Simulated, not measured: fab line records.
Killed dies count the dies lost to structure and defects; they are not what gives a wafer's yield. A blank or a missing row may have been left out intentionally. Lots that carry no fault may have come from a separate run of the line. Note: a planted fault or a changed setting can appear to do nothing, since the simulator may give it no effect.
The tool behind it: which one? | flow berkeleyCmos170 | 21 wafers from 7 lots sampled at 2 of the route's 331 steps

== WHAT THE GAUGES SHOWED, per wafer ==
UCB170_V1_CD_MEAS_90 targets a cd of 700 nm.
lot  | measured     | on       | cdNm (nm)
L310 | day 8 16:13  | cdSem-02 | 700.9 700.8 700.2
L312 | day 8 21:44  | cdSem-02 | 698.5 698.3 698.3
L313 | day 9 13:37  | cdSem-02 | 698.2 699.1 699.2
L315 | day 10 13:25 | cdSem-01 | 697.3 699.1 701.0
L322 | day 11 09:47 | cdSem-01 | 698.9 696.6 697.3
L326 | day 11 22:49 | cdSem-02 | 701.2 700.2 700.7
L329 | day 13 01:49 | cdSem-01 | 700.2 698.2 700.1

== WHAT TOOL EACH LOT RAN ON (gives the tool, then ch and the chambers of the sampled wafers, and finally the start) ==
lot  | UCB170_GATE_STRIP_16
L310 | plasmaAsher-04 ch 0,1, day 7 11:44
L312 | plasmaAsher-02 ch 0,1, day 7 19:29
L313 | plasmaAsher-03 ch 0,1, day 8 07:51
L315 | plasmaAsher-02 ch 0,1, day 9 00:46
L322 | plasmaAsher-03 ch 0,1, day 10 04:38
L326 | plasmaAsher-04 ch 0,1, day 10 14:43
L329 | plasmaAsher-04 ch 1, day 11 19:46
- UCB170_GATE_STRIP_16: strips in O2.

== THE ANSWER, worked out from the rows above alone ==
Rule: what is usual is taken from the lots themselves. The widest of any qualifying gaps counts: lots, ordered by their means at a reading, are off when they make up no more than a third of the lots, leave a main group of 4 or more, and stand apart from it by 3 or more times the standard deviation of that group's means. A main group is skipped when, at the precision printed for the reading in the tables above, its means are all equal. A lot without any number at a reading at which 4 lots or more have one is off too. The other lots that the step has rows for count as sound.
No lot is off on any of the readings shown, so nothing can be concluded from this.

== WHAT THE SIMULATOR PUT IN ==
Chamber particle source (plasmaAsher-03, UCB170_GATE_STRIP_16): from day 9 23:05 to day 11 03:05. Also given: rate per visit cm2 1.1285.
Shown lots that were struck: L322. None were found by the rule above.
